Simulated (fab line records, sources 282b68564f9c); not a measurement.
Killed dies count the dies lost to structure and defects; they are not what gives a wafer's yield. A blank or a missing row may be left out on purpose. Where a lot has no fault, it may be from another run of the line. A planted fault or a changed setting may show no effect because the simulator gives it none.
Split-lot trial / flow rit-cmos / 22 wafers read across 5 lots, on a route 202 steps long

== THE SPLIT ==
At RIT_GATE_EXPOSE_13 (exposes mask M6, target cd 150 nm), the setting dose-mj was moved away from the recipe's 380 on 9 of the 22 wafers read, by -5.1% to +6.4%. The other wafers ran this setting at the recipe's value.

== FROM THE SPLIT TO THE READING: what the file shows between them, 5 steps ==
- RIT_NLDD_IMPLANT_08 (also split here: energy-kev)
- RIT_PLDD_SOFTBAKE_02: time 60 s (also split here: temp-c)
- RIT_PLDD_EXPOSE_03: exposes mask M8, target cd 40900 nm
- RIT_PLDD_PEB_04
- RIT_PLDD_DEVELOP_05: develop time 50 s

== THE READING ==
etest.npoly-line.line-ohm-um (the simulator's own value, which no gauge read), at RIT_M1_PROBE_99. There is no usual value for it anywhere in the file. Across the 13 wafers here that went through the recipe, the average is 173.0 and the standard deviation 13.

wafer=L074.2; tool, chamber at the split=iline-stepper-02, 0; dose-mj as run=401.2; against the recipe=+5.6%; etest.npoly-line.line-ohm-um=207.4; against lot-mates on the recipe=+39.3
wafer=L074.3; tool, chamber at the split=iline-stepper-02, 0; dose-mj as run=380; against the recipe=recipe; etest.npoly-line.line-ohm-um=186.2; against lot-mates on the recipe=-
wafer=L074.4; tool, chamber at the split=iline-stepper-02, 0; dose-mj as run=380; against the recipe=recipe; etest.npoly-line.line-ohm-um=149.9; against lot-mates on the recipe=-
wafer=L074.5; tool, chamber at the split=iline-stepper-02, 0; dose-mj as run=401.2; against the recipe=+5.6%; etest.npoly-line.line-ohm-um=201.4; against lot-mates on the recipe=+33.3
wafer=L074.6; tool, chamber at the split=iline-stepper-02, 0; dose-mj as run=401.2; against the recipe=+5.6%; etest.npoly-line.line-ohm-um=252.6; against lot-mates on the recipe=+84.5
wafer=L078.2; tool, chamber at the split=iline-stepper-02, 0; dose-mj as run=380; against the recipe=recipe; etest.npoly-line.line-ohm-um=157.8; against lot-mates on the recipe=-
wafer=L078.3; tool, chamber at the split=iline-stepper-02, 0; dose-mj as run=380; against the recipe=recipe; etest.npoly-line.line-ohm-um=160.6; against lot-mates on the recipe=-
wafer=L078.4; tool, chamber at the split=iline-stepper-02, 0; dose-mj as run=380; against the recipe=recipe; etest.npoly-line.line-ohm-um=181.5; against lot-mates on the recipe=-
wafer=L078.6; tool, chamber at the split=iline-stepper-02, 0; dose-mj as run=360.5; against the recipe=-5.1%; etest.npoly-line.line-ohm-um=132.9; against lot-mates on the recipe=-33.7
wafer=L082.1; tool, chamber at the split=iline-stepper-02, 0; dose-mj as run=380; against the recipe=recipe; etest.npoly-line.line-ohm-um=167.9; against lot-mates on the recipe=-
wafer=L082.4; tool, chamber at the split=iline-stepper-02, 0; dose-mj as run=380; against the recipe=recipe; etest.npoly-line.line-ohm-um=171.2; against lot-mates on the recipe=-
wafer=L082.5; tool, chamber at the split=iline-stepper-02, 0; dose-mj as run=380; against the recipe=recipe; etest.npoly-line.line-ohm-um=169.8; against lot-mates on the recipe=-
wafer=L083.1; tool, chamber at the split=iline-stepper-02, 0; dose-mj as run=404.2; against the recipe=+6.4%; etest.npoly-line.line-ohm-um=251.4; against lot-mates on the recipe=+63.0
wafer=L083.2; tool, chamber at the split=iline-stepper-02, 0; dose-mj as run=380; against the recipe=recipe; etest.npoly-line.line-ohm-um=176.5; against lot-mates on the recipe=-
wafer=L083.3; tool, chamber at the split=iline-stepper-02, 0; dose-mj as run=404.2; against the recipe=+6.4%; etest.npoly-line.line-ohm-um=262; against lot-mates on the recipe=+73.6
wafer=L083.4; tool, chamber at the split=iline-stepper-02, 0; dose-mj as run=380; against the recipe=recipe; etest.npoly-line.line-ohm-um=197.8; against lot-mates on the recipe=-
wafer=L083.5; tool, chamber at the split=iline-stepper-02, 0; dose-mj as run=380; against the recipe=recipe; etest.npoly-line.line-ohm-um=191; against lot-mates on the recipe=-
wafer=L085.1; tool, chamber at the split=iline-stepper-02, 0; dose-mj as run=380; against the recipe=recipe; etest.npoly-line.line-ohm-um=173.2; against lot-mates on the recipe=-
wafer=L085.2; tool, chamber at the split=iline-stepper-02, 0; dose-mj as run=393.3; against the recipe=+3.5%; etest.npoly-line.line-ohm-um=216.1; against lot-mates on the recipe=+46.8
wafer=L085.3; tool, chamber at the split=iline-stepper-02, 0; dose-mj as run=393.3; against the recipe=+3.5%; etest.npoly-line.line-ohm-um=215.2; against lot-mates on the recipe=+45.9
wafer=L085.4; tool, chamber at the split=iline-stepper-02, 0; dose-mj as run=393.3; against the recipe=+3.5%; etest.npoly-line.line-ohm-um=214.6; against lot-mates on the recipe=+45.3
wafer=L085.6; tool, chamber at the split=iline-stepper-02, 0; dose-mj as run=380; against the recipe=recipe; etest.npoly-line.line-ohm-um=165.3; against lot-mates on the recipe=-

THE FIT
A straight line over all 22 wafers: etest.npoly-line.line-ohm-um changes by +10.3 for each +1% of dose-mj; r = +0.89; the points scatter about the line by 16.
The same after taking each lot's own level away (the mean of its wafers on the recipe; 22 wafers): +9.72 for each +1%; r = +0.91; scatter 13.
That fit puts the effect of the largest move of dose-mj on the reading at 62.
The lots' own levels span 166.63 to 188.43, that is 1.7 times the standard deviation above.
Hence the lot-to-lot level has little effect on the slope; both slopes agree.
Check: +64.9 against its lot-mates is what the line predicts for one of the wafers moved furthest among these (+6.4%) when that wafer is left out of the fit. Against them it came out at +63.

== THE OTHER SPLITS THESE WAFERS WENT THROUGH ==
Before the reading, these wafers also passed through other splits. Each is held against what the fit with the lots' levels taken away leaves over:
other split on the same wafers=RIT_ACTIVE_CVD_03 sih2cl2-flow-sccm; wafers away from the commonest value=17; r with etest.npoly-line.line-ohm-um (lot level and that fit taken away)=+0.08
other split on the same wafers=RIT_ACTIVE_DEVELOP_10 develop-time-s; wafers away from the commonest value=7; r with etest.npoly-line.line-ohm-um (lot level and that fit taken away)=-0.01
other split on the same wafers=RIT_ACTIVE_ETCH_13 time-s; wafers away from the commonest value=7; r with etest.npoly-line.line-ohm-um (lot level and that fit taken away)=+0.29
other split on the same wafers=RIT_FOX2_CLEAN_02 time-s; wafers away from the commonest value=14; r with etest.npoly-line.line-ohm-um (lot level and that fit taken away)=+0.11
other split on the same wafers=RIT_NWELL_IMPLANT_08 energy-kev; wafers away from the commonest value=3; r with etest.npoly-line.line-ohm-um (lot level and that fit taken away)=-0.11
other split on the same wafers=RIT_PWELL_IMPLANT_08 dose-cm2; wafers away from the commonest value=11; r with etest.npoly-line.line-ohm-um (lot level and that fit taken away)=+0.00
other split on the same wafers=RIT_NRETRO_SOFTBAKE_02 temp-c; wafers away from the commonest value=9; r with etest.npoly-line.line-ohm-um (lot level and that fit taken away)=+0.08
other split on the same wafers=RIT_NRETRO_IMPLANT_08 energy-kev; wafers away from the commonest value=10; r with etest.npoly-line.line-ohm-um (lot level and that fit taken away)=+0.01
other split on the same wafers=RIT_PRETRO_COAT_01 resist-thk-nm; wafers away from the commonest value=6; r with etest.npoly-line.line-ohm-um (lot level and that fit taken away)=+0.15
other split on the same wafers=RIT_NLDD_IMPLANT_08 energy-kev; wafers away from the commonest value=7; r with etest.npoly-line.line-ohm-um (lot level and that fit taken away)=+0.11
other split on the same wafers=RIT_PLDD_SOFTBAKE_02 temp-c; wafers away from the commonest value=9; r with etest.npoly-line.line-ohm-um (lot level and that fit taken away)=+0.27

== THE WHOLE CHAIN: every reading that the file lists as answering this split, in the file's order ==
step=RIT_M1_PROBE_99; what it does=; reading=etest.pmos-turned.r-on-ohm-um (the simulator's own value, which no gauge read); change (the file's fit)=-95.2 for each +1% of the setting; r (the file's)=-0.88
step=RIT_M1_PROBE_99; what it does=; reading=etest.pmos_0p15.r-on-ohm-um (the simulator's own value, which no gauge read); change (the file's fit)=-97.3 for each +1% of the setting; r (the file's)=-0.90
step=RIT_M1_PROBE_99; what it does=; reading=etest.nmos_0p15.r-on-ohm-um (the simulator's own value, which no gauge read); change (the file's fit)=-29.9 for each +1% of the setting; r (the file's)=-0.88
step=RIT_M1_PROBE_99; what it does=; reading=etest.nmos_0p15.drive-ua-um (the simulator's own value, which no gauge read); change (the file's fit)=+21.2 for each +1% of the setting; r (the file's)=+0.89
step=RIT_M1_PROBE_99; what it does=; reading=etest.pmos_0p15.drive-ua-um (the simulator's own value, which no gauge read); change (the file's fit)=+13.4 for each +1% of the setting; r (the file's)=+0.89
step=RIT_M1_PROBE_99; what it does=; reading=etest.npoly-line.line-ohm-um (the simulator's own value, which no gauge read); change (the file's fit)=+9.93 for each +1% of the setting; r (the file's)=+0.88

== THE FILE'S OWN FIT ==
etest.npoly-line.line-ohm-um changes by +9.93 for each +1% of dose-mj, r = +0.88.
